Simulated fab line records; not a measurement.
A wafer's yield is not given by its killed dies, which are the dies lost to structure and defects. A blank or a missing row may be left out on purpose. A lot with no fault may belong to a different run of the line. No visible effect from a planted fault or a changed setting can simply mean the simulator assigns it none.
Struck lot and sound lot, side by side | flow rit_cmos | 15 steps out of a route of 202
Sound: these wafers, L285.3, L285.4, L285.5. Wafers struck: L295.1, L295.3, L295.4. The cause is named last.
Per side, at each step with rows, come the tool, then ch with its chambers, and then its first start. Under that, the readings that differ: sound wafers | struck wafers | difference of the means | sigmas: that difference in standard deviations of wafers without a fault.
alike: words and numbers the same on both sides, and readings whose means are apart by under 2 such deviations; not compared: readings that were withheld, readings missing a value for some wafer, numbers with overlapping values and no deviation given by the record, and bounds like >300 which may hide the same value.
Wherever a step has rows on one side only, a row that says differs or no value, or a row with sigmas, the two part there. Numbers that don't overlap but have no deviation are shown without sigmas and don't part them. A reading that every wafer of one side lacks parts them only if that side has two wafers or more.

RIT_CONTACT_OVL_MEAS_09:
  struck on overlay-02, day 6 08:33; sound on overlay-01, day 4 07:05
  alike: CONTACT_OVL
then, 1 step without rows for these wafers: RIT_CONTACT_HARDBAKE_10 (time 60 s).
RIT_CONTACT_ETCH_11: etches SiO2 in CHF3/CF4/Ar, stops on TiSi2, target depth 480 nm, time 320 s.
  sound on rie_diel-02 ch 2,3, day 4 07:21; struck on rie_diel-01 ch 0,2,3, day 6 08:46
  reading                | sound             | struck            | difference                   | sigmas
  oes_product_au (a.u.)  | 1.006 1.022 1.026 | 0.993 0.972 0.976 | -0.038                       | -2
  rf_hours_counter_h (h) | - - -             | 52 120 48         | no value on the sound wafers |
  alike: drypump_motor_current_A, throttle_valve_pct
RIT_CONTACT_STRIP_12: strips in O2, time 180 s.
  sound on plasma_asher-04 ch 0,1, day 4 07:36; struck on plasma_asher-04 ch 0,1, day 6 08:57
  alike: drypump_motor_current_A
  not compared: rf_hours_counter_h
RIT_CONTACT_CD_MEAS_90: target cd 1000 nm.
  struck on cd_sem-01, day 6 09:08; sound on cd_sem-01, day 4 07:46
  alike: cd_nm
then, 2 steps without rows for these wafers: RIT_CONTACT_CLEAN_13 (cleans in SC1, time 600 s); RIT_CONTACT_CLEAN_14 (cleans in SC2, time 600 s).
RIT_M1_SPUTTER_00: material Al, target thk 400 nm, time 500 s.
  struck on pvd_sputter-03, day 6 09:37; sound on pvd_sputter-04, day 4 08:12
  alike: throttle_valve_pct
RIT_M1_RS_MEAS_01: the measuring method here is four-point-probe.
  struck on film_metro-01, day 6 09:54; sound on film_metro-02, day 4 08:32
  alike: M1_AL_RS
RIT_M1_THK_MEAS_02: measures by xrf.
  struck on film_metro-01, day 6 10:01; sound on film_metro-02, day 4 08:38
  alike: M1_AL_THK
then, 2 steps without rows for these wafers: RIT_M1_HMDS_03 (prime time 60 s); RIT_M1_COAT_04 (resist thk 1300 nm).
RIT_M1_SOFTBAKE_05: time 60 s.
  sound on litho_track-02 ch 0, day 4 09:02; struck on litho_track-03 ch 0, day 6 10:23
  reading                  | sound             | struck            | difference | sigmas
  heater_power_total_W (W) | 34.62 34.53 34.48 | 35.27 35.20 35.22 | +0.69      | +14
  plate_temp_C (C)         | 89.96 89.90 89.97 | 91.34 91.32 91.35 | +1.39      | +11
then, 1 step without rows for these wafers: RIT_M1_EXPOSE_06 (exposes mask M12, target cd 2600 nm).
RIT_M1_PROBE_99:
  struck on prober-02, day 6 13:37; sound on prober-02, day 4 12:37
  alike: defect_limited_yield, killed_at_front_end, killed_dies, killed_open, killed_short, sort_bin_3_pad_short, sort_bin_5_function, sort_bin_6_memory, sort_n_pass, sort_yield_pct

## WHERE THEY PART
At RIT_CONTACT_ETCH_11 first; at RIT_M1_SOFTBAKE_05 last (within this record only). Later steps at which nothing parts them and some readings are alike: RIT_M1_PROBE_99.

WHY: the cause the simulator had injected
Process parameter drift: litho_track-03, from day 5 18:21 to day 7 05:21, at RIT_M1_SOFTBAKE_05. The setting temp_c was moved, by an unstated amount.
